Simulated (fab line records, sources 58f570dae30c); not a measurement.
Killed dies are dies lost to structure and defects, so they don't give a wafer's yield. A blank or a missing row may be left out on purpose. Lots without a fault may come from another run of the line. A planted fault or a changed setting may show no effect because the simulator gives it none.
A struck lot beside a sound one | flow berkeley_cmos170 | 14 steps out of a route of 331
Sound: wafers L106.1, L106.4, L106.5. Struck: wafers L101.2, L101.3, L101.5. The cause comes at the end.
At each step with rows: each side's tool, then ch and its chambers, then its first start. Under that, the readings that differ: sound wafers | struck wafers | difference of the means | sigmas: that difference in standard deviations of wafers without a fault.
alike: readings whose means differ by less than 2 such deviations, and words and numbers that are the same on both sides. not compared: withheld readings, readings that some wafer has no value for, bounds like >300 that may hide the same value, and numbers for which the record gives no deviation and whose values overlap.
The two part at a step that has a row with sigmas, a row that says differs or no value, or rows on one side only. Numbers that don't overlap but have no deviation are shown without sigmas and don't part them. A reading that every wafer of one side lacks parts them only if that side has two wafers or more.

UCB170_M2_CD_MEAS_90: target cd 700 nm.
  sound on cd_sem-02, day 12 07:23; struck on cd_sem-01, day 10 11:38
  alike: cd_nm
UCB170_V2_CVD_00: deposits SiO2 from TEOS/O2, target thk 2000 nm, time 250 s.
  sound on pecvd-01 ch 1,2, day 12 07:31; struck on pecvd-02 ch 0,2, day 10 11:44
  alike: heater_power_w
UCB170_V2_THK_MEAS_01:
  sound on film_metro-04, day 12 07:43; struck on film_metro-03, day 10 11:53
  alike: V2_TEOS_THK
UCB170_V2_CMP_02: polishes SiO2.
  sound on cmp-02 ch 2,3, day 12 09:38; struck on cmp-01 ch 1,2, day 10 11:56
  alike: motor_current_A, platen_rpm, retaining_ring_pressure_frac
UCB170_V2_BOW_MEAS_03:
  sound on film_metro-03, day 12 09:53; struck on film_metro-04, day 10 12:16
  alike: V2_BOW
UCB170_V2_THK_MEAS_04:
  sound on film_metro-03, day 12 10:01; struck on film_metro-04, day 10 12:22
  alike: V2_POLISHED_THK
then, 6 steps without rows for these wafers: UCB170_V2_CLEAN_05 (cleans in DIW); UCB170_V2_HMDS_06 (prime time 60 s); UCB170_V2_COAT_07 (resist thk 900 nm); UCB170_V2_SOFTBAKE_08 (time 60 s); UCB170_V2_EXPOSE_09 (exposes mask VIA2, target cd 700 nm); UCB170_V2_PEB_10.
UCB170_V2_DEVELOP_11: develop time 45 s.
  sound on litho_track-04 ch 0, day 12 12:00; struck on litho_track-04, day 10 13:00
  no value came back on the struck wafers for chill_plate_temp_C (C), develop_time_s (s), developer_temp_C (C); on the sound wafers chill_plate_temp_C (C) reads 23.01 22.98 23.11
  reading                             | sound           | struck            | difference | sigmas
  model.KrF_of_V2_COAT_07.thk_nm (nm) | 887.9 888.6 888 | 899.7 897.9 899.8 | +11.0      |
UCB170_V2_CD_MEAS_12: target cd 700 nm.
  sound on cd_sem-01, day 12 13:01; struck on cd_sem-02, day 10 13:35
  reading    | sound             | struck | difference                    | sigmas
  cd_nm (nm) | 700.7 701.6 700.7 | - - -  | no value on the struck wafers |

WHERE THEY PART
First at UCB170_V2_DEVELOP_11; last, within this record, at UCB170_V2_CD_MEAS_12.

WHY: what the simulator had put in
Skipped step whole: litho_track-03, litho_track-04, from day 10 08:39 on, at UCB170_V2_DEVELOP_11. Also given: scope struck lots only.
